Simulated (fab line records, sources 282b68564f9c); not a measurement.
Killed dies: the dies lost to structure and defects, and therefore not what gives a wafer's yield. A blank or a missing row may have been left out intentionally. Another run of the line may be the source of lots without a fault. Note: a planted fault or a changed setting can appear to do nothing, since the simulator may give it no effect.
Problem report, 8D (eight disciplines) form, completed by code ; flow rit cmos ; the parts of the form that need people (team, actions taken, sign-off) are left out

## 1. THE ISSUE
tube center temp C at RIT_M1_ANNEAL_15 reads a mean of 390 C on 9 wafers of 3 lots; wafers without a fault read 450 C with a standard deviation of 0.04. That is -99 or more standard deviations from the usual mean.
The step: time 1800 s.
Seen first at day 4 20:45 on furnace-02, wafer L341.1. Wafers with a number at this step in the record: 21, from 7 lots. The rule behind "out" and "out of limits": a value lying over 4 standard deviations away from the usual mean. The rest of the wafers with a number are treated as sound.

## 2. WHAT IT IS, WHAT IT ISN'T
question;is;is not
which readings at this step;tube center temp C, spike tc centre C, spike tc load C, spike tc source C, tube_center_temp_C_max, zone power centre pct, zone power load pct, zone power source pct;-
which lots;L341, L342, L343;L335, L340, L356, L357
which wafers of those lots;all that have a number;-
read on which tools;furnace-02;-
when;from day 4 20:45;"up to then (6 sound wafers); but 6 sound wafers of L356, L357 came after"

## 3. THE SUSPECTS, EACH WITH WHAT RULES IT OUT
Counting: a tool at any process step up to the reading remains a suspect when it ran all the lots that are out and ran no sound lot after the first of those.
- plasma asher-04 at RIT_M1_STRIP_14 (strips in O2, time 180 s): ruled out as a lasting fault. After its first lot that is out, L341 (day 4 20:27), sound lots L356 ran on it.
- furnace-02 at RIT_M1_ANNEAL_15 (time 1800 s): ruled out as a lasting fault. After its first lot that is out, L341 (day 4 20:45), sound lots L356, L357 ran on it.
Left after counting: nothing in the record.

## 4. THE CAUSE (what the simulator had put in)
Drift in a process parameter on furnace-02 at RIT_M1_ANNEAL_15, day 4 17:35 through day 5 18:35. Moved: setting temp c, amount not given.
Counting ruled it out, wrongly.

## 5. SEQUENCE OF EFFECTS, ordered by route
Rows list readings where the struck wafers' mean (over those with a number) sits beyond 3 standard deviations from the usual. Readings are gone through only where the record gives a usual standard deviation; hours: the median, over the lots, of the time from a lot's start at the first step in this table giving one to that lot's start at this step; sigmas: the change measured in usual standard deviations.
hours;step;reading;usual;on struck wafers;change;sigmas
0;RIT_M1_ANNEAL_15;spike tc centre C;454.2 C;394.2;-60.0;-63
0;RIT_M1_ANNEAL_15;spike tc load C;464.1 C;403.0;-61.1;-56
0;RIT_M1_ANNEAL_15;spike tc source C;461.7 C;400.2;-61.5;-64
0;RIT_M1_ANNEAL_15;tube center temp C;450 C;390;-60;-99 or more
0;RIT_M1_ANNEAL_15;tube_center_temp_C_max;451.15;391.26;-59.89;-99 or more
0;RIT_M1_ANNEAL_15;zone power centre pct;19.53 %;16.62;-2.91;-14
0;RIT_M1_ANNEAL_15;zone power load pct;6.20 %;4.90;-1.30;-20
0;RIT_M1_ANNEAL_15;zone power source pct;6.22 %;4.91;-1.31;-22
It contains these process steps:
- RIT_M1_ANNEAL_15: time 1800 s.
Later measuring or inspecting steps at which every struck wafer that the step has a row for has a number for every such reading, and none has moved that far: RIT_M1_BOW_MEAS_16.

## 6. WHAT WOULD HAVE CAUGHT IT SOONER
In this record the first reading out of limits was taken at day 4 20:45, 3 hours after the fault began at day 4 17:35.
